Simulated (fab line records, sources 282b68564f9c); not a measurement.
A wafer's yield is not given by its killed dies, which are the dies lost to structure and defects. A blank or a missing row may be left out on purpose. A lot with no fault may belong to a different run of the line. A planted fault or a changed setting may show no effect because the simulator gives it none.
A struck lot beside a sound one | flow rit cmos | 18 steps out of a route of 202
Sound: these wafers, L369.2, L369.3, L369.4. Wafers L375.3, L375.5, L375.6 were the ones struck. The cause comes at the end.
At each step with rows: each side's tool, then ch and its chambers, then its first start. Under that, the readings that differ: sound wafers | struck wafers | difference of the means | sigmas: that difference in standard deviations of wafers without a fault.
alike: readings whose means differ by less than 2 such deviations, and words and numbers that are the same on both sides. not compared: withheld readings, readings that some wafer has no value for, bounds like >300 that may hide the same value, and numbers for which the record gives no deviation and whose values overlap.
The two part at a step that has a row with sigmas, a row that says differs or no value, or rows on one side only. Non-overlapping numbers with no deviation appear without sigmas and do not part them. Lack of a reading on every wafer of one side parts them only where that side has two or more wafers.

first, 2 steps without rows for these wafers: RIT_PLDD_HARDBAKE_07 (time 60 s); RIT_PLDD_IMPLANT_08.
RIT_PLDD_STRIP_09: strips in O2, time 180 s.
  sound on plasma asher-03 ch 0,1, day 5 03:31; struck on plasma asher-02 ch 0,1, day 6 10:29
  alike: drypump motor current A
  not compared: rf hours counter h
RIT_PLDD_TW_MEAS_10:
  sound on film metro-04 at day 5 03:42; struck on film metro-02 at day 6 10:38
  alike: PLDD_TW
then, 4 steps without rows for these wafers: RIT_SPACER_CLEAN_00 (cleans in SC1, time 600 s); RIT_SPACER_CLEAN_01 (cleans in dHF, time 30 s); RIT_SPACER_CLEAN_02 (cleans in SC2, time 600 s); RIT_SPACER_CVD_03 (deposits Si3N4 from SiH2Cl2/NH3, target thk 250 nm, time 3300 s).
RIT_SPACER_THK_MEAS_04:
  sound on film metro-03 at day 5 06:04; struck on film metro-01 at day 6 12:58
  reading                 | sound       | struck      | difference | sigmas
  SPACER_NITRIDE_THK (nm) | 247 248 245 | 252 255 255 | +7         | +2
RIT_SPACER_ETCHBACK_05: etches Si3N4 in SF6/CHF3, stops on SiO2, target depth 250 nm, time 240 s.
  sound on rie diel-04 ch 0,1,2, day 5 06:07; struck on rie diel-04 ch 0,1,2, day 6 13:01
  alike: drypump motor current A, oes product au, throttle valve pct
  not compared: rf hours counter h
then, 2 steps without rows for these wafers: RIT_NSD_HMDS_00 (prime time 60 s); RIT_NSD_COAT_01 (resist thk 1000 nm).
RIT_NSD_SOFTBAKE_02: time 60 s.
  sound on litho track-03 ch 0, day 5 06:35; struck on litho track-03 ch 0, day 6 13:31
  reading                  | sound             | struck            | difference | sigmas
  heater power total W (W) | 34.59 34.61 34.56 | 32.55 32.55 32.56 | -2.03      | -41
  plate temp C (C)         | 90.21 90.06 90.06 | 86.28 86.26 86.17 | -3.87      | -30
then, 2 steps without rows for these wafers: RIT_NSD_EXPOSE_03 (exposes mask M9, target cd 40700 nm); RIT_NSD_PEB_04.
RIT_NSD_DEVELOP_05: develop time 50 s.
  sound on litho track-03 ch 0; struck on litho track-03 ch 0
  reading                                  | sound           | struck         | difference | sigmas
  model.NOVOLAK_of_NSD_COAT_01.thk nm (nm) | 1003 1002 996.6 | 1009 1011 1011 | +10        |
RIT_NSD_OVL_MEAS_06:
  sound on overlay-01 at day 5 07:07; struck on overlay-01 at day 6 14:09
  alike: NSD_OVL
RIT_M1_PROBE_99:
  rows exist in the record for the sound wafers here (prober-01, day 5 16:58), none for the struck ones

WHERE THEY PART
Earliest at RIT_SPACER_THK_MEAS_04; latest, in this record, at RIT_M1_PROBE_99.

WHY: what had been put in by the simulator
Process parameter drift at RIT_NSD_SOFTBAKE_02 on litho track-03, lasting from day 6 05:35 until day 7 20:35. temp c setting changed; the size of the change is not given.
